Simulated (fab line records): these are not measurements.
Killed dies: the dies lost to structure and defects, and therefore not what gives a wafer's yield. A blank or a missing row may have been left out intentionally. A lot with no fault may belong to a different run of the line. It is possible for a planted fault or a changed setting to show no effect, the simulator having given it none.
fab line records	flow rit-cmos
record: lots: 14	wafers: 42	last-day: 7
route steps=202 shown PSD@151 SILICIDE@165 M1@198
lots that met no fault: from a run of the same line without faults
start-h: hours from the record's first day to the start of the lot's first wafer shown	wait-h: time in hours since the lot's previous step	" same as the row above	L1.1+2: one row covering several wafers at once	- no value, or no start given	* or withheld: withheld	< > ~ a bound
route shown NAME@n: NAME is a module with steps in the file, n the number in the route of the first one	usual: the fault-free wafers' mean and standard deviation	same: alike in all rows	chamber/n: place in a boat	sites: readings site by site	_std_site: their standard deviation	_edge_site: the outer-site mean with the inner-site mean subtracted	radius-mm: for every site, how far away it sits from the centre of the wafer	mask NAME#n: copy n	behind: tool/chamber where the wafer was last shaped	hold: the reason the lot was held/the length of the hold in hours/how it ended	device: which transistor (n, p or np) failed to switch	end of line: the route-end tests of the same wafers	a step with no rows: only its recipe	killed: at the first sort, the dies lost to defects and structure; wafer yield is something else	map: shows each die of a wafer: x if killed, . if not, _ if none is there
set.NAME: the setting as run; set.NAME@STEP: as run at that earlier step	model.NAME: the simulator's own value behind a step, which no gauge read
a sample of lots followed through the steps of the route, with each step as a table and each wafer as a row
services: the hour from which a tool's chamber was out of use, counted from the record's first day as start-h (under 0 if before that day), plus the number of hours and why
== steps ==
step: RIT_PSD_STRIP_09
recipe: chemistry: O2	time-s: 180	resist: NOVOLAK	platen-temp-c: withheld	power-w: 500	pressure-mtorr: 4000	o2-flow-sccm: 4000
usual: drypump-motor-current-A: 5.8/0.38	run-length-s: 208.2/0.62
lot.wafer	tool	chamber	start-h	wait-h	drypump-motor-current-A	rf-hours-counter-h	run-length-s
L188.1	plasma-asher-01	0	50.18	0.1	5.6	42	208.1
L188.2	"	1	"	"	6.3	42	209.2
L188.5	"	1	"	"	6.3	-	209.6
L189.3	plasma-asher-03	0	53.78	0.1	6.0	-	208.0
L189.5	"	1	"	"	5.4	-	208.1
L189.6	"	0	"	"	6.0	-	207.8
L191.1	plasma-asher-01	1	64.40	0.1	6.3	44	209.1
L191.4	"	0	"	"	5.6	-	207.4
L191.5	"	1	"	"	6.3	-	209.2
L192.1	plasma-asher-01	0	70.40	0.1	5.6	44	207.3
L192.2	"	1	"	"	6.3	44	209.0
L192.6	"	1	"	"	6.3	-	209.0
L193.2	plasma-asher-03	1	77.71	0.1	5.4	37	207.5
L193.4	"	0	"	"	6.1	-	208.1
L193.5	"	0	"	"	6.1	-	208.1
L195.1	plasma-asher-02	0	84.55	0.1	5.1	32	208.5
L195.2	"	1	"	"	6.0	32	208.3
L195.6	"	1	"	"	6.0	-	208.2
L196.2	plasma-asher-01	0	92.22	0.1	5.6	47	207.4
L196.4	"	1	"	"	6.3	-	209.0
L196.5	"	0	"	"	5.6	-	207.5
L197.2	plasma-asher-01	0	95.08	0.1	5.6	47	207.6
L197.4	"	0	"	"	5.5	-	207.6
L197.5	"	1	"	"	6.3	-	209.2
L199.2	plasma-asher-03	0	105.06	0.1	6.0	41	208.2
L199.4	"	0	"	"	6.0	-	208.3
L199.6	"	1	"	"	5.4	-	207.8
L203.3	plasma-asher-03	1	123.04	0.1	5.4	-	207.6
L203.4	"	0	"	"	6.0	-	208.1
L203.6	"	1	"	"	5.4	-	207.5
L206.2	plasma-asher-03	1	139.94	0.1	5.4	2	208.0
L206.3	"	0	"	"	6.1	-	208.5
L206.4	"	1	"	"	5.4	-	207.7
L208.3	plasma-asher-01	0	149.68	0.1	5.6	-	207.5
L208.4	"	1	"	"	6.3	-	209.5
L208.5	"	1	"	"	6.3	-	209.2
L209.1	plasma-asher-03	0	153.18	0.1	6.1	4	208.2
L209.2	"	1	"	"	5.4	4	208.3
L209.5	"	1	"	"	5.4	-	208.2
L211.3	plasma-asher-01	1	164.91	0.1	6.3	-	209.0
L211.4	"	0	"	"	5.5	-	207.4
L211.5	"	0	"	"	5.6	-	207.4
step: RIT_PSD_TW_MEAS_10
usual: PSD_TW: 3441/47
lot.wafer	tool	chamber	start-h	wait-h	PSD_TW
L188.1	film-metro-04	-	50.36	0.1	3459
L188.2	"	-	"	"	3478
L188.5	"	-	"	"	3473
L189.3	film-metro-04	-	53.91	0.1	3462
L189.5	"	-	"	"	3463
L189.6	"	-	"	"	3452
L191.1	film-metro-04	-	64.58	0.1	3468
L191.4	"	-	"	"	3487
L191.5	"	-	"	"	3465
L192.1	film-metro-04	-	70.58	0.1	3456
L192.2	"	-	"	"	3470
L192.6	"	-	"	"	3464
L193.2	film-metro-02	-	77.90	0.1	3404
L193.4	"	-	"	"	3395
L193.5	"	-	"	"	3393
L195.1	film-metro-02	-	84.73	0.1	3385
L195.2	"	-	"	"	3391
L195.6	"	-	"	"	3398
L196.2	film-metro-02	-	92.41	0.1	3397
L196.4	"	-	"	"	3397
L196.5	"	-	"	"	3402
L197.2	film-metro-04	-	95.26	0.1	3483
L197.4	"	-	"	"	3481
L197.5	"	-	"	"	3450
L199.2	film-metro-04	-	105.25	0.1	3464
L199.4	"	-	"	"	3444
L199.6	"	-	"	"	3460
L203.3	film-metro-01	-	123.18	0.1	3507
L203.4	"	-	"	"	3516
L203.6	"	-	"	"	3530
L206.2	film-metro-04	-	140.12	0.1	3445
L206.3	"	-	"	"	3442
L206.4	"	-	"	"	3449
L208.3	film-metro-04	-	149.81	0.1	3436
L208.4	"	-	"	"	3427
L208.5	"	-	"	"	3444
L209.1	film-metro-04	-	153.36	0.1	3422
L209.2	"	-	"	"	3423
L209.5	"	-	"	"	3426
L211.3	film-metro-02	-	165.05	0.1	3382
L211.4	"	-	"	"	3356
L211.5	"	-	"	"	3377
step: RIT_SILICIDE_RTA_04
recipe: temp-c: 650	time-s: 10	idle-temp-c: 25	ramp-up-s: 5	ramp-down-s: 5	cool-to-c: 25	ambient: N2
usual: wafer_temp_C_max: 653.9/1.8
lot.wafer	tool	chamber	start-h	wait-h	wafer_temp_C_max
L188.1	rtp-anneal-01	0	51.66	0.1	652.5
L188.2	"	0	"	"	652.9
L188.5	"	0	"	"	653.7
L189.3	rtp-anneal-02	0	55.33	0.1	655.5
L189.5	"	0	"	"	655.0
L189.6	"	0	"	"	656.6
L191.1	rtp-anneal-02	0	65.89	0.1	655.7
L191.4	"	0	"	"	655.9
L191.5	"	0	"	"	658.1
L192.1	rtp-anneal-01	0	71.89	0.1	652.0
L192.2	"	0	"	"	652.0
L192.6	"	0	"	"	651.7
L193.2	rtp-anneal-02	0	79.21	0.1	653.9
L193.4	"	0	"	"	653.7
L193.5	"	0	"	"	654.1
L195.1	rtp-anneal-02	0	86.04	0.1	654.8
L195.2	"	0	"	"	655.2
L195.6	"	0	"	"	655.0
L196.2	rtp-anneal-02	0	93.73	0.1	654.1
L196.4	"	0	"	"	653.8
L196.5	"	0	"	"	655.9
L197.2	rtp-anneal-01	0	96.59	0.1	651.3
L197.4	"	0	"	"	652.7
L197.5	"	0	"	"	652.2
L199.2	rtp-anneal-01	0	106.56	0.1	651.6
L199.4	"	0	"	"	654.4
L199.6	"	0	"	"	651.5
L203.3	rtp-anneal-01	0	124.49	0.1	652.4
L203.4	"	0	"	"	653.0
L203.6	"	0	"	"	652.3
L206.2	rtp-anneal-02	0	141.50	0.1	654.9
L206.3	"	0	"	"	654.9
L206.4	"	0	"	"	654.6
L208.3	rtp-anneal-02	0	151.16	0.1	656.5
L208.4	"	0	"	"	654.4
L208.5	"	0	"	"	655.5
L209.1	rtp-anneal-01	0	154.66	0.1	651.9
L209.2	"	0	"	"	652.1
L209.5	"	0	"	"	652.0
L211.3	rtp-anneal-01	0	166.36	0.1	652.1
L211.4	"	0	"	"	652.4
L211.5	"	0	"	"	652.0
step: RIT_M1_STRIP_14
recipe: chemistry: O2	time-s: 180	platen-temp-c: withheld	power-w: 500	pressure-mtorr: 4000	o2-flow-sccm: 4000
usual: drypump-motor-current-A: 5.6/0.33	run-length-s: 208.3/0.41
lot.wafer	tool	chamber	start-h	wait-h	drypump-motor-current-A	rf-hours-counter-h	run-length-s
L188.1	plasma-asher-02	1	56.28	0.0	6.0	29	208.2
L188.2	"	0	"	"	5.1	29	209.4
L188.5	"	0	"	"	5.1	-	208.4
L189.3	plasma-asher-02	0	60.08	0.1	5.1	-	208.9
L189.5	"	0	"	"	5.1	-	208.7
L189.6	"	1	"	"	6.0	-	208.4
L191.1	plasma-asher-04	1	70.71	0.0	5.8	43	208.6
L191.4	"	1	"	"	5.7	-	208.7
L191.5	"	1	"	"	5.7	-	208.6
L192.1	plasma-asher-03	1	76.64	0.0	5.4	37	208.1
L192.2	"	0	"	"	6.0	37	208.1
L192.6	"	1	"	"	5.4	-	207.8
L193.2	plasma-asher-03	0	84.27	0.0	6.1	38	208.2
L193.4	"	1	"	"	5.4	-	208.0
L193.5	"	1	"	"	5.4	-	207.8
L195.1	plasma-asher-03	1	90.54	0.0	5.4	39	207.8
L195.2	"	0	"	"	6.0	39	208.6
L195.6	"	0	"	"	6.1	-	208.0
L196.2	plasma-asher-03	0	98.36	0.0	6.1	40	207.9
L196.4	"	1	"	"	5.4	-	207.4
L196.5	"	0	"	"	6.0	-	207.9
L197.2	plasma-asher-03	1	101.41	0.0	5.4	40	207.6
L197.4	"	0	"	"	6.1	-	207.9
L197.5	"	0	"	"	6.1	-	208.4
L199.2	plasma-asher-04	1	111.50	0.0	5.8	47	208.8
L199.4	"	0	"	"	5.5	-	208.4
L199.6	"	0	"	"	5.5	-	208.4
L203.3	plasma-asher-03	0	129.14	0.1	6.0	-	188.4
L203.4	"	1	"	"	5.4	-	207.9
L203.6	"	1	"	"	5.4	-	207.6
L206.2	plasma-asher-03	0	146.11	0.0	6.1	3	188.4
L206.3	"	0	"	"	6.1	-	188.8
L206.4	"	1	"	"	5.4	-	207.4
L208.3	plasma-asher-02	0	156.07	0.1	5.1	-	209.1
L208.4	"	1	"	"	5.9	-	208.2
L208.5	"	0	"	"	5.1	-	208.6
L209.1	plasma-asher-02	1	159.44	0.0	5.9	40	208.3
L209.2	"	0	"	"	5.1	40	208.7
L209.5	"	0	"	"	5.1	-	208.5
L211.3	plasma-asher-04	0	171.15	0.1	5.5	-	208.7
L211.4	"	1	"	"	5.8	-	208.6
L211.5	"	1	"	"	5.8	-	208.9
step: RIT_M1_PROBE_99
usual: defect-limited-yield: 97.4/1.2	killed-at-contacts: 0.1/0.27	killed-at-front-end: 7/3.1	killed-dies: 7/3.1	killed-open: 3.6/2.3	killed-short: 3.2/2	sort_bin_3_pad_short: 0.1/0.22	sort_bin_5_function: 1.5/0.87	sort_bin_6_memory: 0.9/0.64	sort-n-pass: 257/3.1	sort-yield-pct: 97.4/1.2
same: gross-dies: 264	killed_at_M0_to_M3: 0	killed_at_M4_up: 0	killed-at-back-side: 0	killed-at-other: 0
lot.wafer	tool	chamber	start-h	wait-h	defect-limited-yield[%]	killed-at-contacts	killed-at-front-end	killed-dies	killed-open	killed-short	sort_bin_3_pad_short[%]	sort_bin_5_function[%]	sort_bin_6_memory[%]	sort-n-pass	sort-yield-pct[%]
L188.1	prober-02	-	58.56	0.1	93.2	0	18	18	12	6	0.8	3.8	2.3	246	93.2
L188.2	prober-02	-	58.61	0.1	98.9	0	3	3	2	1	0	0.8	0.4	261	98.9
L188.5	prober-02	-	58.76	0.2	97.0	0	8	8	5	3	0	1.1	1.9	256	97.0
L189.3	prober-01	-	62.45	0.2	93.2	1	17	18	7	11	0.4	4.9	1.5	246	93.2
L189.5	prober-01	-	62.55	0.2	97.7	0	6	6	3	3	0.4	0.8	1.1	258	97.7
L189.6	prober-01	-	62.60	0.2	98.9	0	3	3	0	3	0	0.8	0.4	261	98.9
L191.1	prober-01	-	73.56	0.1	96.2	0	10	10	4	6	0	2.3	1.5	254	96.2
L191.4	prober-01	-	73.71	0.2	97.0	0	8	8	4	4	0	3.0	0	256	97.0
L191.5	prober-01	-	73.76	0.2	97.7	0	6	6	1	5	0.4	1.9	0	258	97.7
L192.1	prober-01	-	79.08	0.1	97.3	0	7	7	6	1	0.4	1.5	0.8	257	97.3
L192.2	prober-01	-	79.13	0.1	99.2	0	2	2	1	1	0	0.8	0	262	99.2
L192.6	prober-01	-	79.33	0.2	97.0	0	8	8	5	3	0	2.3	0.8	256	97.0
L193.2	prober-02	-	86.24	0.1	97.7	0	6	6	2	4	0.4	1.1	0.8	258	97.7
L193.4	prober-02	-	86.34	0.2	97.7	0	6	6	1	5	0.4	1.1	0.8	258	97.7
L193.5	prober-02	-	86.39	0.2	97.0	0	8	8	4	4	0	1.1	1.9	256	97.0
L195.1	prober-02	-	93.60	0.1	98.9	0	3	3	0	3	0.4	0	0.8	261	98.9
L195.2	prober-02	-	93.65	0.1	97.3	0	7	7	2	5	0.4	0.8	1.5	257	97.3
L195.6	prober-02	-	93.85	0.2	98.5	0	4	4	3	1	0.4	1.1	0	260	98.5
L196.2	prober-01	-	100.52	0.1	97.3	0	7	7	5	2	0.4	1.5	0.8	257	97.3
L196.4	prober-01	-	100.62	0.2	97.7	0	6	6	2	4	0	1.9	0.4	258	97.7
L196.5	prober-01	-	100.67	0.2	98.5	0	4	4	3	1	0	1.1	0.4	260	98.5
L197.2	prober-02	-	104.73	0.1	97.7	0	6	6	5	1	0	1.1	1.1	258	97.7
L197.4	prober-02	-	104.83	0.2	96.2	0	10	10	6	4	0	2.3	1.5	254	96.2
L197.5	prober-02	-	104.88	0.2	97.0	0	8	8	4	4	0	1.5	1.5	256	97.0
L199.2	prober-02	-	113.46	0.1	97.7	0	6	6	4	2	0	1.5	0.8	258	97.7
L199.4	prober-02	-	113.56	0.2	98.1	0	5	5	1	3	0	1.9	0	259	98.1
L199.6	prober-02	-	113.66	0.2	97.3	0	7	7	6	1	0.4	1.5	0.8	257	97.3
L203.3	prober-02	-	131.45	0.2	98.9	0	3	3	2	1	0	0.8	0.4	261	98.9
L203.4	prober-02	-	131.50	0.2	97.3	0	7	7	4	3	0	1.5	1.1	257	97.3
L203.6	prober-02	-	131.60	0.2	97.7	0	6	6	1	5	0	1.1	1.1	258	97.7
L206.2	prober-01	-	148.49	0.1	97.3	0	7	7	2	5	0.4	1.9	0.4	257	97.3
L206.3	prober-01	-	148.54	0.2	96.2	0	10	10	7	3	0.4	1.5	1.9	254	96.2
L206.4	prober-01	-	148.59	0.2	98.1	0	5	5	2	3	0.4	0.8	0.8	259	98.1
L208.3	prober-01	-	158.02	0.2	97.3	1	6	7	2	4	0	1.5	1.1	257	97.3
L208.4	prober-01	-	158.07	0.2	98.1	0	5	5	1	4	0	1.1	0.8	259	98.1
L208.5	prober-01	-	158.12	0.2	97.3	0	7	7	4	3	0	0.4	2.3	257	97.3
L209.1	prober-02	-	161.36	0.1	99.6	0	1	1	0	1	0	0	0.4	263	99.6
L209.2	prober-02	-	161.41	0.1	98.1	0	5	5	3	2	0	1.1	0.8	259	98.1
L209.5	prober-02	-	161.56	0.2	98.5	0	4	4	3	1	0	0.4	1.1	260	98.5
L211.3	prober-02	-	173.11	0.2	96.2	0	10	10	6	4	0	3.4	0.4	254	96.2
L211.4	prober-02	-	173.16	0.2	97.3	0	7	7	5	2	0	1.9	0.8	257	97.3
L211.5	prober-02	-	173.21	0.2	99.6	0	1	1	1	0	0	0.4	0	263	99.6
killed by level:class
L188.1 GATE:geometric-particle:open=7 GATE:geometric-particle:short=3 REOX:geometric-particle:open=2 SILICIDE:geometric-particle:open=2 SILICIDE:geometric-particle:short=2 REOX:geometric-particle:short=1 SPACER:geometric-particle:open=1
L188.2 GATE:geometric-particle:open=2 SILICIDE:geometric-particle:short=1
L188.5 REOX:geometric-particle:open=4 REOX:geometric-particle:short=3 SPACER:geometric-particle:open=1
L189.3 FOX1:geometric-particle:short=4 GATE:geometric-particle:open=3 GATE:geometric-particle:short=3 FOX2:geometric-particle:open=2 FOX1:geometric-particle:open=1 FOX2:geometric-particle:short=1 REOX:geometric-particle:short=1 SPACER:geometric-particle:open=1
L189.5 GATE:geometric-particle:short=2 FOX1:geometric-particle:open=1 FOX2:geometric-particle:short=1 REOX:geometric-particle:open=1 SPACER:geometric-particle:open=1
L189.6 FOX1:geometric-particle:short=2 FOX2:geometric-particle:short=1
L191.1 GATE:geometric-particle:short=3 REOX:geometric-particle:short=3 GATE:geometric-particle:open=2 REOX:geometric-particle:open=2
L191.4 GATE:geometric-particle:open=3 FOX2:geometric-particle:short=1 REOX:geometric-particle:short=1 SPACER:geometric-particle:short=1 SILICIDE:geometric-particle:short=1 SILICIDE:geometric-particle:open=1
L191.5 SPACER:geometric-particle:short=3 REOX:geometric-particle:short=1 REOX:geometric-particle:open=1 SILICIDE:geometric-particle:short=1
L192.1 GATE:geometric-particle:open=3 FOX2:geometric-particle:open=1 GATE:geometric-particle:short=1 REOX:geometric-particle:open=1 SILICIDE:geometric-particle:open=1
L192.2 GATE:geometric-particle:open=1 REOX:geometric-particle:short=1
L192.6 GATE:geometric-particle:open=3 FOX2:geometric-particle:short=1 GATE:geometric-particle:short=1 REOX:geometric-particle:open=1 SPACER:geometric-particle:short=1 SPACER:geometric-particle:open=1
L193.2 GATE:geometric-particle:short=2 FOX2:geometric-particle:open=1 GATE:geometric-particle:open=1 SPACER:geometric-particle:short=1 SILICIDE:geometric-particle:short=1
L193.4 GATE:geometric-particle:short=3 FOX2:geometric-particle:short=1 FOX2:geometric-particle:open=1 SILICIDE:geometric-particle:short=1
L193.5 SPACER:geometric-particle:short=3 GATE:geometric-particle:open=2 ACTIVE:geometric-particle:open=1 FOX2:geometric-particle:short=1 SPACER:geometric-particle:open=1
L195.1 GATE:geometric-particle:short=2 FOX2:geometric-particle:short=1
L195.2 GATE:geometric-particle:short=2 SPACER:geometric-particle:short=2 FOX1:geometric-particle:open=1 REOX:geometric-particle:short=1 SILICIDE:geometric-particle:open=1
L195.6 REOX:geometric-particle:open=2 GATE:geometric-particle:open=1 REOX:geometric-particle:short=1
L196.2 GATE:geometric-particle:open=2 GATE:geometric-particle:short=2 FOX2:geometric-particle:open=1 REOX:geometric-particle:open=1 SPACER:geometric-particle:open=1
L196.4 SPACER:geometric-particle:short=3 FOX1:geometric-particle:open=1 GATE:geometric-particle:open=1 GATE:geometric-particle:short=1
L196.5 FOX2:geometric-particle:open=1 GATE:geometric-particle:open=1 GATE:geometric-particle:short=1 SPACER:geometric-particle:open=1
L197.2 GATE:geometric-particle:open=2 FOX1:geometric-particle:open=1 FOX2:geometric-particle:short=1 REOX:geometric-particle:open=1 SILICIDE:geometric-particle:open=1
L197.4 FOX1:geometric-particle:short=2 FOX1:geometric-particle:open=2 GATE:geometric-particle:open=2 FOX2:geometric-particle:open=1 FOX2:geometric-particle:short=1 GATE:geometric-particle:short=1 SILICIDE:geometric-particle:open=1
L197.5 GATE:geometric-particle:short=4 GATE:geometric-particle:open=2 REOX:geometric-particle:open=1 SPACER:geometric-particle:open=1
L199.2 FOX1:geometric-particle:short=2 GATE:geometric-particle:open=2 SPACER:geometric-particle:open=1 SILICIDE:geometric-particle:open=1
L199.4 GATE:geometric-particle:short=2 FOX2:geometric-particle:open=1 REOX:geometric-particle:short=1 PLDD:coat-microbubble-printed=1
L199.6 GATE:geometric-particle:open=2 SPACER:geometric-particle:open=2 FOX2:geometric-particle:open=1 GATE:geometric-particle:short=1 SILICIDE:geometric-particle:open=1
L203.3 GATE:geometric-particle:open=1 SPACER:geometric-particle:short=1 SILICIDE:geometric-particle:open=1
L203.4 GATE:geometric-particle:open=2 FOX1:geometric-particle:short=1 GATE:geometric-particle:short=1 REOX:geometric-particle:open=1 SILICIDE:geometric-particle:short=1 SILICIDE:geometric-particle:open=1
L203.6 SILICIDE:geometric-particle:short=3 GATE:geometric-particle:short=1 SPACER:geometric-particle:short=1 SILICIDE:geometric-particle:open=1
L206.2 REOX:geometric-particle:short=2 FOX1:geometric-particle:open=1 FOX2:geometric-particle:short=1 GATE:geometric-particle:open=1 SPACER:geometric-particle:short=1 SILICIDE:geometric-particle:short=1
L206.3 GATE:geometric-particle:open=3 SPACER:geometric-particle:open=2 FOX1:geometric-particle:open=1 GATE:geometric-particle:short=1 REOX:geometric-particle:open=1 REOX:geometric-particle:short=1 SILICIDE:geometric-particle:short=1
L206.4 GATE:geometric-particle:short=2 GATE:geometric-particle:open=2 FOX1:geometric-particle:short=1
L208.3 REOX:geometric-particle:short=2 FOX1:geometric-particle:short=1 GATE:geometric-particle:open=1 SPACER:geometric-particle:short=1 SILICIDE:geometric-particle:open=1 CONTACT:coat-microbubble-printed=1
L208.4 FOX2:geometric-particle:short=1 GATE:geometric-particle:short=1 GATE:geometric-particle:open=1 REOX:geometric-particle:short=1 SILICIDE:geometric-particle:short=1
L208.5 GATE:geometric-particle:open=3 GATE:geometric-particle:short=2 FOX1:geometric-particle:short=1 SILICIDE:geometric-particle:open=1
L209.1 SILICIDE:geometric-particle:short=1
L209.2 GATE:geometric-particle:open=2 GATE:geometric-particle:short=2 FOX1:geometric-particle:open=1
L209.5 FOX1:geometric-particle:open=2 FOX1:geometric-particle:short=1 SILICIDE:geometric-particle:open=1
L211.3 SPACER:geometric-particle:open=3 FOX1:geometric-particle:short=2 REOX:geometric-particle:open=2 FOX1:geometric-particle:open=1 GATE:geometric-particle:short=1 REOX:geometric-particle:short=1
L211.4 SPACER:geometric-particle:open=2 FOX1:geometric-particle:short=1 FOX1:geometric-particle:open=1 GATE:geometric-particle:short=1 REOX:geometric-particle:open=1 SILICIDE:geometric-particle:open=1
L211.5 GATE:geometric-particle:open=1
== services ==
tool	chamber	start-h	hours	kind
rtp-anneal-01	-	92.35	3.9	pm
plasma-asher-03	-	108.75	9.0	pm
plasma-asher-03	0	108.75	9.0	vent-cycle
plasma-asher-03	1	108.75	9.0	vent-cycle
plasma-asher-03	0	117.75	-	clean
plasma-asher-03	1	117.75	-	clean
plasma-asher-04	-	165.48	1.2	repair
== key ==
first-sign: step: RIT_M1_STRIP_14	reading: run-length-s	direction: down	sigmas: 48	usual: *	struck: *
effect none on later readings
met-at RIT_M1_STRIP_14
struck-lots L203,L206
struck-wafers L203.3,L206.2,L206.3
not-acting-at RIT_PSD_STRIP_09,RIT_PSD_TW_MEAS_10,RIT_SILICIDE_RTA_04
onset-between 101.41 129.14
fault: kind: process-parameter-drift	tool: plasma-asher-03	chamber: 0	onset-h: 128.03	steps: RIT_M1_STRIP_14	channel: time-s	offset: *	shape: step	end-h: 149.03	acts-in: *	stated: *
